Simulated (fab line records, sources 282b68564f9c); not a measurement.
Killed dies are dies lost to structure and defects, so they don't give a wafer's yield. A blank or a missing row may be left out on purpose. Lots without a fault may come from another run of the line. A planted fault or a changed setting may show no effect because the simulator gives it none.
Which tool did it? | flow rit_cmos | 14 lots, 42 wafers sampled, at 6 steps of a route of 202

WHAT THE GAUGES READ, wafer by wafer
RIT_NLDD_TW_MEAS_10. Usual: NLDD_TW 2499, standard deviation 16.
lot  | measured    | on            | NLDD_TW                       | flag
L834 | day 3 01:52 | film_metro-02 | 2486 2495 2481                |
L835 | day 3 05:42 | film_metro-04 | 2520 2518 2506                |
L837 | day 3 14:53 | film_metro-03 | 2501 2486 2504                |
L841 | day 4 10:29 | film_metro-04 | 2502 2533 2527                |
L843 | day 5 01:58 | film_metro-04 | 2504 2518 2508                |
L844 | day 5 06:22 | film_metro-04 | 2491 2491 2519                |
L845 | day 5 10:00 | film_metro-04 | 2495 2514 2499                |
L846 | day 5 17:44 | film_metro-02 | 2485 2489 2471                |
L848 | day 5 23:10 | film_metro-02 | 2489 2490 2493                |
L850 | day 6 14:23 | film_metro-02 | 2471 2492 2493                |
L851 | day 6 19:52 | film_metro-02 | 2495 2485 2496                |
L852 | day 6 19:37 | film_metro-04 | 2733 2731 2740 2742 2739 2725 | OFF
L855 | day 7 17:44 | film_metro-02 | 2469 2482 2490                |
L856 | day 7 17:29 | film_metro-03 | 2734 2713 2720 2730 2716 2733 | OFF

RIT_SDANNEAL_RS_MEAS_07: measures by four-point-probe. Usual: NLDD_RS 151.6 ohm/sq, standard deviation 0.42.
lot  | measured    | on            | NLDD_RS (ohm/sq)                    | flag
L834 | day 3 10:07 | film_metro-02 | 151.6 151.8 151.8                   |
L835 | day 3 13:36 | film_metro-03 | 151.0 150.8 151.0                   |
L837 | day 3 23:43 | film_metro-02 | 151.4 152.4 152.2                   |
L841 | day 4 19:36 | film_metro-03 | 151.4 151.2 151.1                   |
L843 | day 5 09:49 | film_metro-03 | 151.8 151.6 151.9                   |
L844 | day 5 15:11 | film_metro-03 | 152.5 151.8 151.5                   |
L845 | day 5 17:55 | film_metro-04 | 152.0 151.5 151.5                   |
L846 | day 6 01:59 | film_metro-03 | 151.6 151.1 151.9                   |
L848 | day 6 07:26 | film_metro-04 | 152.5 152.3 151.9                   |
L850 | day 6 22:19 | film_metro-04 | 151.7 151.3 151.9                   |
L851 | day 7 04:08 | film_metro-03 | 152.1 151.4 151.9                   |
L852 | day 7 13:28 | film_metro-04 | 113.8 113.9 114.1 114.1 113.8 113.7 | OFF
L855 | day 8 01:46 | film_metro-03 | 151.4 150.9 151.2                   |
L856 | day 8 05:43 | film_metro-04 | 113.7 114.0 114.0 114.2 113.9 113.8 | OFF

RIT_M1_BOW_MEAS_16. Usual: M1_BOW 17 um, standard deviation 6.2.
lot  | measured    | on            | M1_BOW (um) | flag
L834 | day 3 17:20 | film_metro-03 | 5 28 31     |
L835 | day 3 21:03 | film_metro-02 | 22 24 25    |
L837 | day 4 06:46 | film_metro-02 | 13 9 20     |
L841 | day 5 03:49 | film_metro-04 | 17 29 27    |
L843 | day 5 16:44 | film_metro-03 | 16 6 17     |
L844 | day 5 22:25 | film_metro-02 | 26 16 16    |
L845 | day 6 00:58 | film_metro-03 | 21 18 16    |
L846 | day 6 08:48 | film_metro-03 | 20 14 27    |
L848 | day 6 15:20 | film_metro-04 | 11 11 24    |
L850 | day 7 05:26 | film_metro-03 | 9 24 13     |
L851 | day 7 11:28 | film_metro-03 | 13 12 22    |
L855 | day 8 10:08 | film_metro-04 | 2 19 17     |

WHICH TOOL RAN EACH LOT (tool, then ch and the chambers of the sampled wafers, then the start)
lot  | RIT_PWELL_SOFTBAKE_02            | RIT_NLDD_IMPLANT_08            | RIT_SDANNEAL_RTA_03
L834 | litho_track-03 ch 0, day 2 03:45 | implanter-04 ch 0, day 3 01:35 | rtp_anneal-01 ch 0, day 3 09:40
L835 | litho_track-03 ch 0, day 2 08:41 | implanter-01 ch 0, day 3 05:23 | rtp_anneal-02 ch 0, day 3 13:11
L837 | litho_track-02 ch 0, day 2 18:02 | implanter-02 ch 0, day 3 14:34 | rtp_anneal-02 ch 0, day 3 23:14
L841 | litho_track-01 ch 0, day 3 13:50 | implanter-04 ch 0, day 4 10:11 | rtp_anneal-02 ch 0, day 4 19:07
L843 | litho_track-02 ch 0, day 4 04:01 | implanter-04 ch 0, day 5 01:38 | rtp_anneal-02 ch 0, day 5 09:24
L844 | litho_track-03 ch 0, day 4 07:47 | implanter-04 ch 0, day 5 06:03 | rtp_anneal-01 ch 0, day 5 14:46
L845 | litho_track-03 ch 0, day 4 12:50 | implanter-02 ch 0, day 5 09:43 | rtp_anneal-02 ch 0, day 5 17:28
L846 | litho_track-01 ch 0, day 4 15:41 | implanter-04 ch 0, day 5 17:25 | rtp_anneal-01 ch 0, day 6 01:35
L848 | litho_track-02 ch 0, day 5 01:20 | implanter-04 ch 0, day 5 22:51 | rtp_anneal-01 ch 0, day 6 07:01
L850 | litho_track-02 ch 0, day 5 13:11 | implanter-04 ch 0, day 6 14:04 | rtp_anneal-01 ch 0, day 6 21:53
L851 | litho_track-01 ch 0, day 5 20:25 | implanter-01 ch 0, day 6 19:34 | rtp_anneal-01 ch 0, day 7 03:41
L852 | litho_track-02 ch 0, day 5 22:16 | implanter-02 ch 0, day 6 19:18 | rtp_anneal-02 ch 0, day 7 13:02
L855 | litho_track-01 ch 0, day 6 16:32 | implanter-04 ch 0, day 7 17:26 | rtp_anneal-01 ch 0, day 8 01:20
L856 | litho_track-02 ch 0, day 6 17:22 | implanter-02 ch 0, day 7 17:10 | rtp_anneal-02 ch 0, day 8 05:13
- RIT_PWELL_SOFTBAKE_02: time 61.06 s.
- RIT_NLDD_IMPLANT_08
- RIT_SDANNEAL_RTA_03: time 5 s.

WHAT THE TOOLS THEMSELVES READ (means of the sampled wafers that have a number; where no wafer has one, the mark that the record gives instead)
RIT_PWELL_SOFTBAKE_02. Usual: chill_plate_temp_C 22.95 C, standard deviation 0.1; heater_power_total_W 34.51 W, standard deviation 0.047; plate_sensor_t_centre_C 90.97 C, standard deviation 0.0088; plate_sensor_t_edge_C 91.020 C, standard deviation 0.0092.
lot  | tool           | chill_plate_temp_C (C) | heater_power_total_W (W) | plate_sensor_t_centre_C (C) | plate_sensor_t_edge_C (C) | flag
L834 | litho_track-03 | 23.02                  | 34.50                    | 90.98                       | 91.020                    |
L835 | litho_track-03 | 22.97                  | 34.54                    | 90.96                       | 91.026                    |
L837 | litho_track-02 | 23.03                  | 34.53                    | 90.98                       | 91.020                    |
L841 | litho_track-01 | 22.98                  | 34.51                    | 90.97                       | 91.023                    |
L843 | litho_track-02 | 23.03                  | 34.55                    | 90.97                       | 91.029                    |
L844 | litho_track-03 | 22.94                  | 34.50                    | 90.96                       | 91.017                    |
L845 | litho_track-03 | 22.99                  | 34.48                    | 90.97                       | 91.011                    |
L846 | litho_track-01 | 22.98                  | 34.49                    | 90.97                       | 91.012                    |
L848 | litho_track-02 | 22.95                  | 34.51                    | 90.97                       | 91.023                    |
L850 | litho_track-02 | 22.82                  | 34.52                    | 90.97                       | 91.016                    |
L851 | litho_track-01 | 22.78                  | 34.51                    | 90.99                       | 91.024                    |
L852 | litho_track-02 | 23.02                  | 34.52                    | 90.97                       | 91.019                    |
L855 | litho_track-01 | 23.01                  | 34.50                    | 90.97                       | 91.013                    |
L856 | litho_track-02 | 22.87                  | 34.49                    | 90.96                       | 91.011                    |

RIT_NLDD_IMPLANT_08. Usual: dose_ions_cm2 5e+14, standard deviation 5e+11; faraday_current_uA 1572, standard deviation 30.
lot  | tool         | dose_ions_cm2 | faraday_current_uA | flag
L834 | implanter-04 | 5e+14         | 1608               |
L835 | implanter-01 | 5e+14         | 1556               |
L837 | implanter-02 | 5e+14         | 1539               |
L841 | implanter-04 | 5e+14         | 1568               |
L843 | implanter-04 | 5e+14         | 1596               |
L844 | implanter-04 | 5e+14         | 1589               |
L845 | implanter-02 | 5e+14         | 1573               |
L846 | implanter-04 | 5e+14         | 1556               |
L848 | implanter-04 | 5e+14         | 1560               |
L850 | implanter-04 | 5e+14         | 1557               |
L851 | implanter-01 | 5e+14         | 1557               |
L852 | implanter-02 | 7e+14         | 2205               | OFF
L855 | implanter-04 | 5e+14         | 1581               |
L856 | implanter-02 | 7e+14         | 2182               | OFF

RIT_SDANNEAL_RTA_03. Usual: wafer_temp_C_max 1053.4, standard deviation 1.3.
lot  | tool          | wafer_temp_C_max | flag
L834 | rtp_anneal-01 | 1053.0           |
L835 | rtp_anneal-02 | 1054.0           |
L837 | rtp_anneal-02 | 1052.3           |
L841 | rtp_anneal-02 | 1053.2           |
L843 | rtp_anneal-02 | 1053.0           |
L844 | rtp_anneal-01 | 1053.1           |
L845 | rtp_anneal-02 | 1053.5           |
L846 | rtp_anneal-01 | 1052.4           |
L848 | rtp_anneal-01 | 1053.1           |
L850 | rtp_anneal-01 | 1054.3           |
L851 | rtp_anneal-01 | 1053.4           |
L852 | rtp_anneal-02 | 1054.4           |
L855 | rtp_anneal-01 | 1054.0           |
L856 | rtp_anneal-02 | 1053.1           |

THE ANSWER, worked out from the rows above alone
Rule: a lot is off if the mean of its wafers that have a number lies more than 3 standard deviations from the usual mean. A lot without any number at a reading at which 4 lots or more have one is off too. The other lots that the step has rows for count as sound. The gauges are gone through in route order, then the tools' own readings, and for those a lot's mean is taken as printed above. The first step at which some lot is off is used, and at that step the reading that is off furthest; a lot without a number counts as furthest.
Off: L852, L856, at RIT_NLDD_TW_MEAS_10 (NLDD_TW).
A tool fits if, at a process step before that reading, it ran every lot that is off, and no sound lot after the first of them. The gauges at RIT_NLDD_TW_MEAS_10 aren't tried: what is off there is off at RIT_NLDD_IMPLANT_08 too, on other tools, and a gauge's error can't cause that. Can't be told from this: 2 tools fit, litho_track-02 at RIT_PWELL_SOFTBAKE_02, implanter-02 at RIT_NLDD_IMPLANT_08.

WHAT THE SIMULATOR HAD PUT IN
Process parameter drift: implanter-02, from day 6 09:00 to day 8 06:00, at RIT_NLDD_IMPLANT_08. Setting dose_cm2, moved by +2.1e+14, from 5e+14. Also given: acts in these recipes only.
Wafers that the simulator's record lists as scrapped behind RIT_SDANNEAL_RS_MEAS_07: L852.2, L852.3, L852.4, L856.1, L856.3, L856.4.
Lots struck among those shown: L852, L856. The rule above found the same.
